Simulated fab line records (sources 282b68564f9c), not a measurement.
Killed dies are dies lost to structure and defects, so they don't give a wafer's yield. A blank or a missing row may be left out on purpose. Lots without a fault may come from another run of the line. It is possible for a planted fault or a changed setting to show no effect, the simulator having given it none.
A struck lot beside a sound one + flow ritCmos + 20 steps out of a route of 202
Sound: wafers L189.1, L189.5, L189.6. Wafers struck: L180.1, L180.3, L180.5. At the end, the cause is stated.
At each step with rows: each side's tool, then ch and its chambers, then its first start. Under that, the readings that differ: sound wafers + struck wafers + difference of the means + sigmas: that difference in standard deviations of wafers without a fault.
alike: words and numbers the same on both sides, and readings whose means are apart by under 2 such deviations; not compared: readings that were withheld, readings missing a value for some wafer, numbers with overlapping values and no deviation given by the record, and bounds like >300 which may hide the same value.
A row with sigmas, a row that says differs or no value, or rows on one side alone: a step with any of these is where the two part. Numbers that have no deviation but don't overlap get no sigmas and don't part them. Lack of a reading on every wafer of one side parts them only where that side has two or more wafers.

first, 2 steps without rows for these wafers: RIT_NWELL_HARDBAKE_07 (time 120 s); RIT_NWELL_IMPLANT_08.
RIT_NWELL_STRIP_09: strips in O2, time 180 s.
  sound on plasmaAsher-01 ch 0,1, day 5 02:20; struck on plasmaAsher-04 ch 0,1, day 3 02:45
  alike: drypumpMotorCurrentA
  not compared: rfHoursCounterH
RIT_NWELL_TW_MEAS_10:
  sound: filmMetro-04 at day 5 02:31; struck: filmMetro-02 at day 3 02:56
  alike: NWELL_TW
then, 6 steps without rows for these wafers: RIT_PWELL_HMDS_00 (prime time 60 s); RIT_PWELL_COAT_01 (resist thk 1300 nm); RIT_PWELL_SOFTBAKE_02 (time 60 s); RIT_PWELL_EXPOSE_03 (exposes mask M3, target cd 43700 nm); RIT_PWELL_PEB_04; RIT_PWELL_DEVELOP_05 (develop time 68 s).
RIT_PWELL_OVL_MEAS_06:
  sound: overlay-02 at day 5 03:35; struck: overlay-02 at day 3 04:10
| reading        | sound          | struck      | difference | sigmas |
|----------------|----------------|-------------|------------|--------|
| PWELL_OVL (nm) | -1.1 -2.2 -0.9 | 2.3 3.8 2.8 | +4.4       | +2     |
then, 1 step without rows for these wafers: RIT_PWELL_HARDBAKE_07 (time 120 s).
RIT_PWELL_IMPLANT_08:
  sound on implanter-04 ch 0, day 5 03:52; struck on implanter-02 ch 0, day 3 04:27
| reading          | sound                         | struck                        | difference | sigmas      |
|------------------|-------------------------------|-------------------------------|------------|-------------|
| doseIonsCm2      | 7.006e+13 7.003e+13 7.006e+13 | 9.938e+13 9.946e+13 9.941e+13 | +2.937e+13 | +99 or more |
| faradayCurrentUA | 216 223 224                   | 320 318 324                   | +100       | +21         |
  alike: endStationPressureTorr
RIT_PWELL_STRIP_09: strips in O2, time 180 s.
  sound on plasmaAsher-03 ch 0,1, day 5 04:01; struck on plasmaAsher-03 ch 0,1, day 3 04:36
  alike: drypumpMotorCurrentA
  not compared: rfHoursCounterH
RIT_PWELL_TW_MEAS_10:
  sound: filmMetro-01 at day 5 04:12; struck: filmMetro-01 at day 3 04:47
| reading  | sound       | struck         | difference | sigmas |
|----------|-------------|----------------|------------|--------|
| PWELL_TW | 940 943 938 | 1050 1056 1058 | +114       | +25    |
then, 1 step without rows for these wafers: RIT_WELLDRIVE_ANNEAL_00 (time 14700 s).
RIT_WELLDRIVE_RS_MEAS_01: a four-point-probe measurement.
  sound: filmMetro-01 at day 5 09:21; struck: filmMetro-01 at day 3 09:55
  alike: NWELL_RS
RIT_WELLDRIVE_RS_MEAS_02: a four-point-probe measurement.
  sound: filmMetro-01 at day 5 09:28; struck: filmMetro-01 at day 3 10:02
| reading           | sound             | struck            | difference | sigmas |
|-------------------|-------------------|-------------------|------------|--------|
| PWELL_RS (ohm/sq) | 429.9 430.3 429.0 | 346.1 346.1 346.5 | -83.5      | -60    |
then, 1 step without rows for these wafers: RIT_NRETRO_HMDS_00 (prime time 60 s).
RIT_M1_PROBE_99:
  sound: prober-02 at day 6 15:08; struck: prober-01 at day 4 16:38
| reading                          | sound             | struck            | difference | sigmas |
|----------------------------------|-------------------|-------------------|------------|--------|
| model.etest.nmos_0p3.rOnOhmUm    | 2090 2104 2100    | 2346 2384 2378    | +271       |        |
| model.etest.nmos_0p15.rOnOhmUm   | 1092 1118 1105    | 1193 1234 1215    | +109       |        |
| model.etest.pwellPinched.rsOhmSq | 454.1 450 461     | 363.3 368.1 362.8 | -90.3      |        |
| model.etest.pwell.rsOhmSq        | 415.6 406.7 419.5 | 333.1 336.7 328.8 | -81.1      |        |
| model.etest.nmosTurned.driveUaUm | 357.3 351.8 357   | 248 242.4 253     | -108       |        |
| model.etest.nmos_0p15.driveUaUm  | 496.5 489.9 496.2 | 427.6 407.9 415.5 | -77.2      |        |
| model.etest.nmosNarrow.driveUaUm | 236.6 237 238.1   | 195.2 190.7 184.4 | -47.1      |        |
| model.etest.nmos_0p3.driveUaUm   | 238.3 235.9 239.5 | 194 190.6 189.8   | -46        |        |
  alike: killedAtContacts, killedAtFrontEnd, killedDies, killedOpen, killedShort

WHERE THEY PART
Last at RIT_WELLDRIVE_RS_MEAS_02 as far as this record goes, first at RIT_PWELL_OVL_MEAS_06. Later steps at which nothing parts them and some readings are alike: RIT_M1_PROBE_99.

WHY: whatever the simulator had introduced
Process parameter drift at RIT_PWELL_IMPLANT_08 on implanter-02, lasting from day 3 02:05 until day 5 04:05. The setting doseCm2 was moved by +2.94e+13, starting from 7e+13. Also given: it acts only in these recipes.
